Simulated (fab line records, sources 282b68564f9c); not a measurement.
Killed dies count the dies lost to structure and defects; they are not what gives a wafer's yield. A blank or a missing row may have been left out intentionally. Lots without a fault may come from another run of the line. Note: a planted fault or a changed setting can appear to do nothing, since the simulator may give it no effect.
Which tool did it?    flow ritCmos    at 1 step of a route of 202, 15 lots with 45 wafers sampled

## WHAT EACH GAUGE READ, for each wafer
Not one reading of a measure or inspect step in the record can be checked against a usual standard deviation.

## WHAT TOOL EACH LOT RAN ON (gives the tool, then ch and the chambers of the sampled wafers, and finally the start)
lot   RIT_PLDD_PEB_04
L351  lithoTrack-02 ch 0, day 3 11:02
L357  lithoTrack-01 ch 0, day 4 19:40
L358  lithoTrack-04, day 4 19:48
L359  lithoTrack-02, day 5 02:40
L360  lithoTrack-01, day 5 08:45
L361  lithoTrack-02 ch 0, day 5 10:57
L362  lithoTrack-02 ch 0, day 5 13:50
L364  lithoTrack-02 ch 0, day 6 02:22
L365  lithoTrack-02 ch 0, day 6 04:58
L366  lithoTrack-02 ch 0, day 6 12:58
L367  lithoTrack-02 ch 0, day 6 17:22
L368  lithoTrack-01 ch 0, day 6 23:05
L369  lithoTrack-04 ch 0, day 7 01:34
L370  lithoTrack-02 ch 0, day 7 08:48
L371  lithoTrack-04 ch 0, day 7 13:22
- RIT_PLDD_PEB_04

## WHAT THE TOOLS THEMSELVES READ (means of the sampled wafers that have a number; where no wafer has one, the mark that the record gives instead)
RIT_PLDD_PEB_04. Usual: 45.0 Pa for exhaustPa, sd 0.88.
lot   tool           exhaustPa (Pa)  flag
L351  lithoTrack-02  45.7            
L357  lithoTrack-01  44.7            
L358  lithoTrack-04  -               OFF
L359  lithoTrack-02  -               OFF
L360  lithoTrack-01  -               OFF
L361  lithoTrack-02  45.1            
L362  lithoTrack-02  44.9            
L364  lithoTrack-02  46.2            
L365  lithoTrack-02  44.6            
L366  lithoTrack-02  44.1            
L367  lithoTrack-02  44.7            
L368  lithoTrack-01  46.1            
L369  lithoTrack-04  45.4            
L370  lithoTrack-02  43.9            
L371  lithoTrack-04  46.0            

## THE ANSWER, worked out from the rows above alone
Rule: take the mean of a lot's wafers that have a number; if it is more than 3 standard deviations from the usual mean, the lot is off. Also off: a lot with no number at a reading for which 4 or more lots have one. Where the step has rows for the other lots, those lots are counted as sound. Order of review: gauges by route order, followed by the tools' own readings, for which a lot's mean as printed above is used. The first step at which some lot is off is used, and at that step the reading that is off furthest; a lot without a number counts as furthest.
Off: L358, L359, L360, at RIT_PLDD_PEB_04 (exhaustPa). Without a number there: L358, L359, L360.
If a tool, at that step or one of the process steps before it, ran each lot that is off and ran no sound lot following the first of them, it fits. No candidate that was tried fits.

## WHAT HAD BEEN PUT IN BY THE SIMULATOR
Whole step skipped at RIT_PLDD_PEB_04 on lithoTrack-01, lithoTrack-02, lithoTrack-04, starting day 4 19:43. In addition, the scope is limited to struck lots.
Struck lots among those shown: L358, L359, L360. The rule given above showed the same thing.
